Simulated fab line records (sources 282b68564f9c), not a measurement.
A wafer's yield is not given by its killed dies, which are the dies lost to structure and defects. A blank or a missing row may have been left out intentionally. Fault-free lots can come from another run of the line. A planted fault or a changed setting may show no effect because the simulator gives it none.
fab line records / flow ritCmos
[record] lots = 7 wafers = 21 lastDay = 7
route steps=202 shown NLDD@106 PLDD@114
lots untouched by any fault: they come from a run of this same line in which no faults occurred
startH: hours from the record's first day to the start of the lot's first wafer shown / waitH: time in hours since the lot's previous step / " repeats the value in the row above / L1.1+2: a row that stands for several wafers / - no value, or no start given / * or withheld: withheld / < > ~ a bound
route shown NAME@n: names a module that has steps shown in the file, with the first one's number in the route / usual: average and standard deviation across the fault-free wafers / same: alike in all rows / chamber/n: place in a boat / sites: per-site readings / _std_site: how widely they spread, as a standard deviation / _edge_site: inner sites' mean taken away from outer sites' mean / radiusMm: for every site, how far away it sits from the centre of the wafer / mask NAME#n: copy n / behind: the most recent tool/chamber to have shaped the wafer / hold: why the lot went on hold/how many hours it stayed there/how the hold came to an end / device: whichever transistor did not switch (one of n, p or np) / end of line: the same wafers' tests at the end of the route / for a step that has no rows: nothing shown but its recipe / killed: the dies lost at the first sort to structure and to defects; this is not the yield of the wafer / map: a wafer's dies, marking killed ones x, the rest . and places with no die _
set.NAME: the setting the step ran with; set.NAME@STEP: the setting that earlier step ran with / model.NAME: the simulator's own value behind a step, which no gauge read
lots at selected steps of the route; one table per step, one row per wafer
services: when a tool's chamber went out of use (startH, in hours from the record's first day, below 0 if earlier), for how many hours, and the reason
[[steps]]
[step RIT_NLDD_EXPOSE_03]
[recipe] maskId = M7 na = 0.57 targetCdNm = 40700 doseMj = 250
[step RIT_NLDD_PEB_04]
[recipe] resist = NOVOLAK tempC = withheld timeS = withheld
[step RIT_NLDD_DEVELOP_05]
[recipe] resist = NOVOLAK developTimeS = 50 devTempC = 23
[step RIT_NLDD_OVL_MEAS_06]
[usual] NLDD_OVL = 0.6/1.3
lot.wafer=L421.1 tool=overlay-01 chamber=- startH=45.84 waitH=- NLDD_OVL[nm]=-1.1
lot.wafer=L421.2 tool=overlay-01 chamber=- startH=45.84 waitH=- NLDD_OVL[nm]=0.1
lot.wafer=L421.4 tool=overlay-01 chamber=- startH=45.84 waitH=- NLDD_OVL[nm]=-0.4
lot.wafer=L429.3 tool=overlay-02 chamber=- startH=86.68 waitH=- NLDD_OVL[nm]=-0.2
lot.wafer=L429.4 tool=overlay-02 chamber=- startH=86.68 waitH=- NLDD_OVL[nm]=-1.7
lot.wafer=L429.6 tool=overlay-02 chamber=- startH=86.68 waitH=- NLDD_OVL[nm]=-0.7
lot.wafer=L430.1 tool=overlay-01 chamber=- startH=91.49 waitH=- NLDD_OVL[nm]=0.5
lot.wafer=L430.2 tool=overlay-01 chamber=- startH=91.49 waitH=- NLDD_OVL[nm]=2.2
lot.wafer=L430.5 tool=overlay-01 chamber=- startH=91.49 waitH=- NLDD_OVL[nm]=0.9
lot.wafer=L431.3 tool=overlay-01 chamber=- startH=95.87 waitH=- NLDD_OVL[nm]=-1.3
lot.wafer=L431.4 tool=overlay-01 chamber=- startH=95.87 waitH=- NLDD_OVL[nm]=1.5
lot.wafer=L431.6 tool=overlay-01 chamber=- startH=95.87 waitH=- NLDD_OVL[nm]=1.2
lot.wafer=L432.1 tool=overlay-02 chamber=- startH=102.16 waitH=- NLDD_OVL[nm]=2.2
lot.wafer=L432.4 tool=overlay-02 chamber=- startH=102.16 waitH=- NLDD_OVL[nm]=1.2
lot.wafer=L432.5 tool=overlay-02 chamber=- startH=102.16 waitH=- NLDD_OVL[nm]=0.2
lot.wafer=L440.1 tool=overlay-01 chamber=- startH=147.35 waitH=- NLDD_OVL[nm]=2.3
lot.wafer=L440.2 tool=overlay-01 chamber=- startH=147.35 waitH=- NLDD_OVL[nm]=2.2
lot.wafer=L440.5 tool=overlay-01 chamber=- startH=147.35 waitH=- NLDD_OVL[nm]=1.8
lot.wafer=L443.1 tool=overlay-02 chamber=- startH=159.18 waitH=- NLDD_OVL[nm]=1.4
lot.wafer=L443.5 tool=overlay-02 chamber=- startH=159.18 waitH=- NLDD_OVL[nm]=1.6
lot.wafer=L443.6 tool=overlay-02 chamber=- startH=159.18 waitH=- NLDD_OVL[nm]=1.1
[step RIT_NLDD_HARDBAKE_07]
[recipe] resist = NOVOLAK tempC = 140 timeS = 60
[step RIT_NLDD_IMPLANT_08]
[recipe] species = P energyKev = 20 doseCm2 = 5e+14 tiltDeg = 7
[step RIT_NLDD_STRIP_09]
[recipe] chemistry = O2 timeS = 180 resist = NOVOLAK platenTempC = withheld powerW = 500 pressureMtorr = 4000 o2FlowSccm = 4000
[usual] drypumpMotorCurrentA = 5.43/0.23
lot.wafer=L421.1 tool=plasmaAsher-04 chamber=0 startH=46.18 waitH=0.1 drypumpMotorCurrentA=5.41 rfHoursCounterH=25
lot.wafer=L421.2 tool=plasmaAsher-04 chamber=1 startH=46.18 waitH=0.1 drypumpMotorCurrentA=5.30 rfHoursCounterH=25
lot.wafer=L421.4 tool=plasmaAsher-04 chamber=0 startH=46.18 waitH=0.1 drypumpMotorCurrentA=5.40 rfHoursCounterH=-
lot.wafer=L429.3 tool=plasmaAsher-04 chamber=0 startH=87.07 waitH=0.1 drypumpMotorCurrentA=5.39 rfHoursCounterH=-
lot.wafer=L429.4 tool=plasmaAsher-04 chamber=1 startH=87.07 waitH=0.1 drypumpMotorCurrentA=5.32 rfHoursCounterH=-
lot.wafer=L429.6 tool=plasmaAsher-04 chamber=1 startH=87.07 waitH=0.1 drypumpMotorCurrentA=5.31 rfHoursCounterH=-
lot.wafer=L430.1 tool=plasmaAsher-01 chamber=0 startH=91.82 waitH=0.1 drypumpMotorCurrentA=5.36 rfHoursCounterH=46
lot.wafer=L430.2 tool=plasmaAsher-01 chamber=1 startH=91.82 waitH=0.1 drypumpMotorCurrentA=5.28 rfHoursCounterH=46
lot.wafer=L430.5 tool=plasmaAsher-01 chamber=0 startH=91.82 waitH=0.1 drypumpMotorCurrentA=5.36 rfHoursCounterH=-
lot.wafer=L431.3 tool=plasmaAsher-01 chamber=0 startH=96.25 waitH=0.1 drypumpMotorCurrentA=5.37 rfHoursCounterH=-
lot.wafer=L431.4 tool=plasmaAsher-01 chamber=1 startH=96.25 waitH=0.1 drypumpMotorCurrentA=5.27 rfHoursCounterH=-
lot.wafer=L431.6 tool=plasmaAsher-01 chamber=1 startH=96.25 waitH=0.1 drypumpMotorCurrentA=5.26 rfHoursCounterH=-
lot.wafer=L432.1 tool=plasmaAsher-03 chamber=1 startH=102.50 waitH=0.1 drypumpMotorCurrentA=5.36 rfHoursCounterH=46
lot.wafer=L432.4 tool=plasmaAsher-03 chamber=1 startH=102.50 waitH=0.1 drypumpMotorCurrentA=5.38 rfHoursCounterH=-
lot.wafer=L432.5 tool=plasmaAsher-03 chamber=0 startH=102.50 waitH=0.1 drypumpMotorCurrentA=5.96 rfHoursCounterH=-
lot.wafer=L440.1 tool=plasmaAsher-04 chamber=1 startH=147.69 waitH=0.1 drypumpMotorCurrentA=5.29 rfHoursCounterH=36
lot.wafer=L440.2 tool=plasmaAsher-04 chamber=0 startH=147.69 waitH=0.1 drypumpMotorCurrentA=5.36 rfHoursCounterH=36
lot.wafer=L440.5 tool=plasmaAsher-04 chamber=1 startH=147.69 waitH=0.1 drypumpMotorCurrentA=5.26 rfHoursCounterH=-
lot.wafer=L443.1 tool=plasmaAsher-04 chamber=1 startH=159.51 waitH=0.1 drypumpMotorCurrentA=5.28 rfHoursCounterH=37
lot.wafer=L443.5 tool=plasmaAsher-04 chamber=1 startH=159.51 waitH=0.1 drypumpMotorCurrentA=5.28 rfHoursCounterH=-
lot.wafer=L443.6 tool=plasmaAsher-04 chamber=0 startH=159.51 waitH=0.1 drypumpMotorCurrentA=5.40 rfHoursCounterH=-
[step RIT_NLDD_TW_MEAS_10]
[usual] NLDD_TW = 2461/14
lot.wafer=L421.1 tool=filmMetro-01 chamber=- startH=46.35 waitH=0.1 NLDD_TW=2468
lot.wafer=L421.2 tool=filmMetro-01 chamber=- startH=46.35 waitH=0.1 NLDD_TW=2469
lot.wafer=L421.4 tool=filmMetro-01 chamber=- startH=46.35 waitH=0.1 NLDD_TW=2482
lot.wafer=L429.3 tool=filmMetro-03 chamber=- startH=87.20 waitH=0.1 NLDD_TW=2474
lot.wafer=L429.4 tool=filmMetro-03 chamber=- startH=87.20 waitH=0.1 NLDD_TW=2475
lot.wafer=L429.6 tool=filmMetro-03 chamber=- startH=87.20 waitH=0.1 NLDD_TW=2475
lot.wafer=L430.1 tool=filmMetro-03 chamber=- startH=92.00 waitH=0.1 NLDD_TW=2492
lot.wafer=L430.2 tool=filmMetro-03 chamber=- startH=92.00 waitH=0.1 NLDD_TW=2482
lot.wafer=L430.5 tool=filmMetro-03 chamber=- startH=92.00 waitH=0.1 NLDD_TW=2482
lot.wafer=L431.3 tool=filmMetro-03 chamber=- startH=96.38 waitH=0.1 NLDD_TW=2458
lot.wafer=L431.4 tool=filmMetro-03 chamber=- startH=96.38 waitH=0.1 NLDD_TW=2478
lot.wafer=L431.6 tool=filmMetro-03 chamber=- startH=96.38 waitH=0.1 NLDD_TW=2467
lot.wafer=L432.1 tool=filmMetro-03 chamber=- startH=102.67 waitH=0.1 NLDD_TW=2472
lot.wafer=L432.4 tool=filmMetro-03 chamber=- startH=102.67 waitH=0.1 NLDD_TW=2472
lot.wafer=L432.5 tool=filmMetro-03 chamber=- startH=102.67 waitH=0.1 NLDD_TW=2459
lot.wafer=L440.1 tool=filmMetro-02 chamber=- startH=147.86 waitH=0.1 NLDD_TW=2459
lot.wafer=L440.2 tool=filmMetro-02 chamber=- startH=147.86 waitH=0.1 NLDD_TW=2452
lot.wafer=L440.5 tool=filmMetro-02 chamber=- startH=147.86 waitH=0.1 NLDD_TW=2456
lot.wafer=L443.1 tool=filmMetro-01 chamber=- startH=159.69 waitH=0.1 NLDD_TW=2461
lot.wafer=L443.5 tool=filmMetro-01 chamber=- startH=159.69 waitH=0.1 NLDD_TW=2454
lot.wafer=L443.6 tool=filmMetro-01 chamber=- startH=159.69 waitH=0.1 NLDD_TW=2460
[step RIT_PLDD_HMDS_00]
[recipe] primeTimeS = 60 primeTempC = 140
[step RIT_PLDD_COAT_01]
[recipe] resist = NOVOLAK spinRpm = 3250 resistThkNm = 1000
[step RIT_PLDD_SOFTBAKE_02]
[recipe] resist = NOVOLAK tempC = 90 timeS = 60
[step RIT_PLDD_EXPOSE_03]
[recipe] maskId = M8 na = 0.57 targetCdNm = 40900 doseMj = 250
[step RIT_PLDD_PEB_04]
[recipe] resist = NOVOLAK tempC = withheld timeS = withheld
[usual] chillPlateTempC = * exhaustPa = 44.9/0.88
lot.wafer=L421.1 tool=lithoTrack-01 chamber=0 startH=47.03 waitH=0.1 chillPlateTempC=* exhaustPa=44.3
lot.wafer=L421.2 tool=lithoTrack-01 chamber=0 startH=47.03 waitH=0.1 chillPlateTempC=* exhaustPa=43.6
lot.wafer=L421.4 tool=lithoTrack-01 chamber=0 startH=47.03 waitH=0.1 chillPlateTempC=* exhaustPa=43.4
lot.wafer=L429.3 tool=lithoTrack-04 chamber=0 startH=87.98 waitH=0.1 chillPlateTempC=* exhaustPa=46.2
lot.wafer=L429.4 tool=lithoTrack-04 chamber=0 startH=87.98 waitH=0.1 chillPlateTempC=* exhaustPa=46.0
lot.wafer=L429.6 tool=lithoTrack-04 chamber=0 startH=87.98 waitH=0.1 chillPlateTempC=* exhaustPa=45.0
lot.wafer=L430.1 tool=lithoTrack-02 chamber=- startH=92.62 waitH=0.1 chillPlateTempC=- exhaustPa=-
lot.wafer=L430.2 tool=lithoTrack-02 chamber=- startH=92.62 waitH=0.1 chillPlateTempC=- exhaustPa=-
lot.wafer=L430.5 tool=lithoTrack-02 chamber=- startH=92.62 waitH=0.1 chillPlateTempC=- exhaustPa=-
lot.wafer=L431.3 tool=lithoTrack-04 chamber=- startH=97.07 waitH=0.1 chillPlateTempC=- exhaustPa=-
lot.wafer=L431.4 tool=lithoTrack-04 chamber=- startH=97.07 waitH=0.1 chillPlateTempC=- exhaustPa=-
lot.wafer=L431.6 tool=lithoTrack-04 chamber=- startH=97.07 waitH=0.1 chillPlateTempC=- exhaustPa=-
lot.wafer=L432.1 tool=lithoTrack-04 chamber=- startH=103.30 waitH=0.1 chillPlateTempC=- exhaustPa=-
lot.wafer=L432.4 tool=lithoTrack-04 chamber=- startH=103.30 waitH=0.1 chillPlateTempC=- exhaustPa=-
lot.wafer=L432.5 tool=lithoTrack-04 chamber=- startH=103.30 waitH=0.1 chillPlateTempC=- exhaustPa=-
lot.wafer=L440.1 tool=lithoTrack-01 chamber=0 startH=148.61 waitH=0.1 chillPlateTempC=* exhaustPa=45.4
lot.wafer=L440.2 tool=lithoTrack-01 chamber=0 startH=148.61 waitH=0.1 chillPlateTempC=* exhaustPa=45.7
lot.wafer=L440.5 tool=lithoTrack-01 chamber=0 startH=148.61 waitH=0.1 chillPlateTempC=* exhaustPa=43.6
lot.wafer=L443.1 tool=lithoTrack-04 chamber=0 startH=160.31 waitH=0.1 chillPlateTempC=* exhaustPa=45.9
lot.wafer=L443.5 tool=lithoTrack-04 chamber=0 startH=160.31 waitH=0.1 chillPlateTempC=* exhaustPa=44.5
lot.wafer=L443.6 tool=lithoTrack-04 chamber=0 startH=160.31 waitH=0.1 chillPlateTempC=* exhaustPa=44.0
[step RIT_PLDD_DEVELOP_05]
[recipe] resist = NOVOLAK developTimeS = 50 devTempC = 23.98
[[services]]
tool=plasmaAsher-04 chamber=- startH=30.46 hours=1.8 kind=repair
tool=plasmaAsher-04 chamber=- startH=59.66 hours=0.8 kind=repair
tool=plasmaAsher-01 chamber=- startH=77.77 hours=2.8 kind=pm
tool=plasmaAsher-01 chamber=- startH=108.75 hours=9.0 kind=pm
tool=plasmaAsher-01 chamber=0 startH=108.75 hours=9.0 kind=ventCycle
tool=plasmaAsher-01 chamber=1 startH=108.75 hours=9.0 kind=ventCycle
tool=plasmaAsher-01 chamber=0 startH=117.75 hours=- kind=clean
tool=plasmaAsher-01 chamber=1 startH=117.75 hours=- kind=clean
tool=plasmaAsher-03 chamber=- startH=142.47 hours=3.9 kind=repair
[[key]]
[firstSign] step = RIT_PLDD_PEB_04 reading = toolRecord direction = missing
effect none on later readings
metAt RIT_PLDD_PEB_04
struckWafers L430.1,L430.2,L430.5,L431.3,L431.4,L431.6,L432.1,L432.4,L432.5
sortLeftOut L430.1,L430.2,L430.5,L431.3,L431.4,L431.6,L432.1,L432.4,L432.5
testerLeftOut L430,L431,L432
onsetBetween 87.98 92.62
[fault] kind = skippedStepWhole tool = lithoTrack-02,lithoTrack-04 chamber = - onsetH = 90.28 steps = RIT_PLDD_PEB_04 scope = struckLotsOnly
// testerLeftOut: of these lots the tester's yield and bins aren't shown, on N5 and GAA mostly nor the transistor test; their killed dies are dies lost to structure and defects alone, not to doping, threshold or leakage, so they don't give the yield
// sortLeftOut: the simulated sort isn't trusted on such a fault, so these wafers' sort isn't shown, and their yield isn't known
